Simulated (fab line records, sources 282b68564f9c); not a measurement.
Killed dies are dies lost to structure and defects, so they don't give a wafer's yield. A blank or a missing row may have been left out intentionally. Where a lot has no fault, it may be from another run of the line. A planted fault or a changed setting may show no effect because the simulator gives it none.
Split-lot study + flow ritCmos + 23 wafers read from 5 lots, route of 202 steps

== THE SPLIT ==
At RIT_SILICIDE_SPUTTER_01 (material Ti, target thk 30 nm, time 240 s), the setting timeS was moved away from the recipe's 240 s on 9 of the 23 wafers read, by -15.0% to -6.0%. All remaining wafers had this setting at the recipe value.

== SPLIT TO READING: what lies between them in the file, 1 step ==
- RIT_SILICIDE_RS_MEAS_02: measures by four-point-probe

== THE READING ==
SILICIDE_TI_THK, in nm, at RIT_SILICIDE_THK_MEAS_03 (measures by xrf). On this fab line, fault-free wafers typically give 30.2 nm with a standard deviation of 0.45 nm.

| wafer  | tool, chamber at the split | timeS as run, s | against the recipe | SILICIDE_TI_THK, nm | against lot-mates on the recipe |
|--------|----------------------------|-----------------|--------------------|---------------------|---------------------------------|
| L074.1 | pvdSputter-04, -           | 240             | recipe             | 29.7                | -                               |
| L074.3 | pvdSputter-04, -           | 240             | recipe             | 30.1                | -                               |
| L074.4 | pvdSputter-04, -           | 240             | recipe             | 30.2                | -                               |
| L074.5 | pvdSputter-04, -           | 240             | recipe             | 30.0                | -                               |
| L074.6 | pvdSputter-04, -           | 240             | recipe             | 30.0                | -                               |
| L076.2 | pvdSputter-02, -           | 240             | recipe             | 31.0                | -                               |
| L076.5 | pvdSputter-02, -           | 240             | recipe             | 30.3                | -                               |
| L076.6 | pvdSputter-02, -           | 240             | recipe             | 31.1                | -                               |
| L078.1 | pvdSputter-04, -           | 204             | -15.0%             | 25.5                | -4.4                            |
| L078.3 | pvdSputter-04, -           | 240             | recipe             | 30.2                | -                               |
| L078.4 | pvdSputter-04, -           | 204             | -15.0%             | 25.7                | -4.2                            |
| L078.5 | pvdSputter-04, -           | 240             | recipe             | 29.7                | -                               |
| L078.6 | pvdSputter-04, -           | 204             | -15.0%             | 25.7                | -4.2                            |
| L079.1 | pvdSputter-01, -           | 240             | recipe             | 29.5                | -                               |
| L079.2 | pvdSputter-01, -           | 225.5           | -6.0%              | 27.5                | -1.9                            |
| L079.3 | pvdSputter-01, -           | 225.5           | -6.0%              | 27.6                | -1.8                            |
| L079.5 | pvdSputter-01, -           | 225.5           | -6.0%              | 27.8                | -1.6                            |
| L079.6 | pvdSputter-01, -           | 240             | recipe             | 29.2                | -                               |
| L083.1 | pvdSputter-01, -           | 240             | recipe             | 30.1                | -                               |
| L083.2 | pvdSputter-01, -           | 205.5           | -14.4%             | 25.8                | -4.8                            |
| L083.3 | pvdSputter-01, -           | 240             | recipe             | 31.0                | -                               |
| L083.5 | pvdSputter-01, -           | 205.5           | -14.4%             | 26.1                | -4.4                            |
| L083.6 | pvdSputter-01, -           | 205.5           | -14.4%             | 25.7                | -4.9                            |

THE FIT
A straight line over all 23 wafers: SILICIDE_TI_THK changes by +0.303 nm for each +1% of timeS; r = +0.97; the points scatter about the line by 0.52 nm.
The same after taking each lot's own level away (the mean of its wafers on the recipe; 23 wafers): +0.305 nm for each +1%; r = +0.99; scatter 0.29 nm.
That fit puts the effect of the largest move of timeS on the reading at 4.6 nm.
The lots' own levels span 29.35 to 30.80 nm, that is 3.2 times the standard deviation above.
The two slopes agree, so the slope changes little with the lot-to-lot level.
Check: for one of the wafers moved furthest among these (-15.0%), held out of the fit, the line's prediction against its lot-mates is -4.59 nm. Against them it came out at -4.45 nm.

== THE WHOLE CHAIN: every reading that the file lists as answering this split, in the file's order ==
| step                     | what it does                              | reading                                                                          | change (the file's fit)               | r (the file's) |
|--------------------------|-------------------------------------------|----------------------------------------------------------------------------------|---------------------------------------|----------------|
| RIT_SILICIDE_SPUTTER_01  | material Ti, target thk 30 nm, time 240 s | Ti_of_SILICIDE_SPUTTER_01.thkNm (the simulator's own value, which no gauge read) | +0.305 nm for each +1% of the setting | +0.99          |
| RIT_SILICIDE_RS_MEAS_02  | measures by four-point-probe              | SILICIDE_TI_RS                                                                   | -0.726 for each +1% of the setting    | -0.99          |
| RIT_SILICIDE_THK_MEAS_03 | measures by xrf                           | SILICIDE_TI_THK                                                                  | +0.304 for each +1% of the setting    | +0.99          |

== THE FILE'S OWN FIT ==
SILICIDE_TI_THK changes by +0.304 nm for each +1% of timeS, r = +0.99.
